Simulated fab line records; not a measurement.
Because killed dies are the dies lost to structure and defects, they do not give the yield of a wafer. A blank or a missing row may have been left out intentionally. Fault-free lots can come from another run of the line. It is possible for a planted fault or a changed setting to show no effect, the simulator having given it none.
One fault seen from 2 desks -- flow berkeley-cmos170 -- only its own numbers are on each desk; what lay behind them is given at the end

## TOOL OWNER'S DESK, implanter-04
The tool's own readings at UCB170_PLDD_IMPLANT_08, given as means over the sampled wafers that have a number, one for each lot that went through this tool. Marked OUT: a lot whose mean sits more than 4 standard deviations from the usual mean, which makes it out of limits; the brackets give that distance.
Columns: A = beam-on-s at UCB170_PLDD_IMPLANT_08, usual 10.4 s; B = dose-ions-cm2 at UCB170_PLDD_IMPLANT_08, usual 5e+13
lot,first seen here,A,B
L995,day 6 00:16,10.9,5e+13
L996,day 6 07:35,10.8,5e+13
L999,day 7 02:23,10.9,5e+13
L101,day 7 15:41,10.8,5e+13
L109,day 9 09:42,12.3 (+4.2) OUT,6e+13 (+99 or more) OUT
L111,day 9 19:02,12.6 (+4.9) OUT,6e+13 (+99 or more) OUT
L114,day 9 23:29,12.7 (+5.2) OUT,6e+13 (+99 or more) OUT
This desk finds L109, L111, L114 out of limits, L109 being first, at day 9 09:42 (beam-on-s at UCB170_PLDD_IMPLANT_08). L995, L996, L999, L101: within limits.

## METROLOGY DESK
Means of the sampled wafers that have a number, per lot and without regard to the tool the lot ran on: this is what the gauges read. Marked OUT: a lot whose mean sits more than 4 standard deviations from the usual mean, which makes it out of limits; the brackets give that distance.
Columns: A = PLDD_TW at UCB170_PLDD_TW_MEAS_11, usual 1009; B = NLDD_OVL at UCB170_NLDD_OVL_MEAS_07, usual -3 nm; C = NSD_RS at UCB170_SDANNEAL_RS_MEAS_03, usual 37.25 ohm/sq; D = PLDD_RS at UCB170_SDANNEAL_RS_MEAS_04, usual 1032.3 ohm/sq; E = NLDD_RS at UCB170_SDANNEAL_RS_MEAS_05, usual 616.6 ohm/sq
lot,first seen here,A,B,C,D,E
L995,day 6 00:40,1020,-3,37.27,1029.8,616.0
L996,day 6 07:58,991,-4,37.20,1035.7,616.0
L997,day 6 08:14,995,-4,37.16,1027.9,614.8
L999,day 7 02:47,1012,-1,37.12,1031.0,616.2
L100,day 7 02:55,1008,-4,37.18,1038.1,617.4
L998,day 7 03:09,1007,-12,37.38,1032.9,616.2
L102,day 7 15:20,1010,-6,37.25,1031.6,616.9
L101,day 7 16:07,1009,-3,37.36,1028.3,618.1
L103,day 7 23:26,1005,1,37.14,1035.1,618.1
L109,day 9 10:06,1036,-6,37.15,972.1 (-20) OUT,617.4
L111,day 9 19:25,1043,-14,37.27,970.4 (-21) OUT,618.1
L114,day 9 23:53,1039,-3,37.32,973.9 (-19) OUT,617.9
L118,day 11 00:30,1008,-9,37.37,1034.4,617.0
This desk finds L109, L111, L114 out of limits, with the earliest case on L109 at day 9 20:22 (PLDD_RS at UCB170_SDANNEAL_RS_MEAS_04). L995, L996, L997, L999, L100, L998, L102, L101, L103, L118: within limits.

## ALL TOGETHER
On L109, L111, L114, at day 9 09:42, an alarm was possible from the tool owner's desk.
L109, L111, L114 would have let the metrology desk raise an alarm at day 9 20:22.
Of the lots named, all ran UCB170_PLDD_IMPLANT_08 on implanter-04.

## WHAT THE SIMULATOR PUT IN
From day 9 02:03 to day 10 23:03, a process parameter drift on implanter-04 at UCB170_PLDD_IMPLANT_08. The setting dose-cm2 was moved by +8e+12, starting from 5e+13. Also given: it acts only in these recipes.
Lots struck among those shown: L109, L111, L114.
Fault start to first reading out of limits, in hours, per desk: tool owner, 8; metrology, 18.
